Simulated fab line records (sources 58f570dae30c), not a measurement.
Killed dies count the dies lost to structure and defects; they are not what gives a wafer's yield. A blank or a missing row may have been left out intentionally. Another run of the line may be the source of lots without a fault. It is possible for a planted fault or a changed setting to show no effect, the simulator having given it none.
One fault through the eyes of 2 desks | flow berkeleyCmos170 | only its own numbers are on each desk; what lay behind them is given at the end

== AT THE METROLOGY DESK ==
What the gauges read, lot by lot, whatever tool the lot ran on: means of the sampled wafers that have a number. Any lot whose mean is over 4 standard deviations away from the usual mean is out of limits and marked OUT; that distance is given in the brackets.
Columns: A = V2_OVL at UCB170_V2_OVL_MEAS_13, usual 1 nm; B = M3_AL_RS at UCB170_M3_RS_MEAS_02, usual 0.0324 ohm/sq; C = M3_AL_THK at UCB170_M3_THK_MEAS_03, usual 894 nm; D = M3_OVL at UCB170_M3_OVL_MEAS_16, usual -4 nm
lot  | first seen here | A  | B      | C   | D
L232 | day 8 01:35     | -1 | 0.0324 | 893 | -5
L233 | day 8 11:14     | -7 | 0.0316 | 920 | -4
L235 | day 8 12:54     | 2  | 0.0316 | 922 | 4
L236 | day 8 13:10     | 10 | 0.0324 | 894 | -9
L237 | day 8 16:50     | -1 | 0.0326 | 886 | -8
L238 | day 8 23:09     | -5 | 0.0324 | 892 | -1
L239 | day 9 10:17     | 3  | 0.0329 | 877 | -5
L240 | day 9 10:44     | 1  | 0.0323 | 891 | -12
L241 | day 9 11:00     | 10 | 0.0327 | 880 | -4
L242 | day 9 11:17     | -2 | 0.0321 | 895 | -7
L249 | day 10 21:17    | -2 | 0.0332 | 868 | -2
L250 | day 11 10:58    | -2 | 0.0332 | 878 | -5
L254 | day 12 04:44    | -3 | 0.0321 | 904 | -13
L253 | day 12 05:05    | 5  | 0.0324 | 890 | -2
This desk's finding: nothing out of limits on any of the 14 lots.

== DESK OF THE TOOL OWNER: pvdSputter-04 ==
The tool's own readings at UCB170_M3_SPUTTER_01 (material Al, target thk 900 nm, time 120 s): means of the sampled wafers that have a number, for each lot that ran on this tool. Any lot whose mean is over 4 standard deviations away from the usual mean is out of limits and marked OUT; that distance is given in the brackets.
Columns: A = throttleValvePct at UCB170_M3_SPUTTER_01, usual 30.1 %
lot  | first seen here | A
L232 | day 8 02:05     | 29.7
L233 | day 8 11:44     | 30.2
L236 | day 8 13:40     | 29.6
L237 | day 8 17:20     | 29.7
L240 | day 9 11:14     | 30.2
L242 | day 9 11:47     | 29.5
L249 | day 10 21:47    | 29.7
L250 | day 11 11:28    | 29.9
This desk's finding: nothing out of limits on any of the 8 lots.

== BROUGHT TOGETHER ==
At the metrology desk, nothing out of limits was observed.
Nothing out of limits was seen by the tool owner's desk.

== WHAT HAD BEEN PUT IN BY THE SIMULATOR ==
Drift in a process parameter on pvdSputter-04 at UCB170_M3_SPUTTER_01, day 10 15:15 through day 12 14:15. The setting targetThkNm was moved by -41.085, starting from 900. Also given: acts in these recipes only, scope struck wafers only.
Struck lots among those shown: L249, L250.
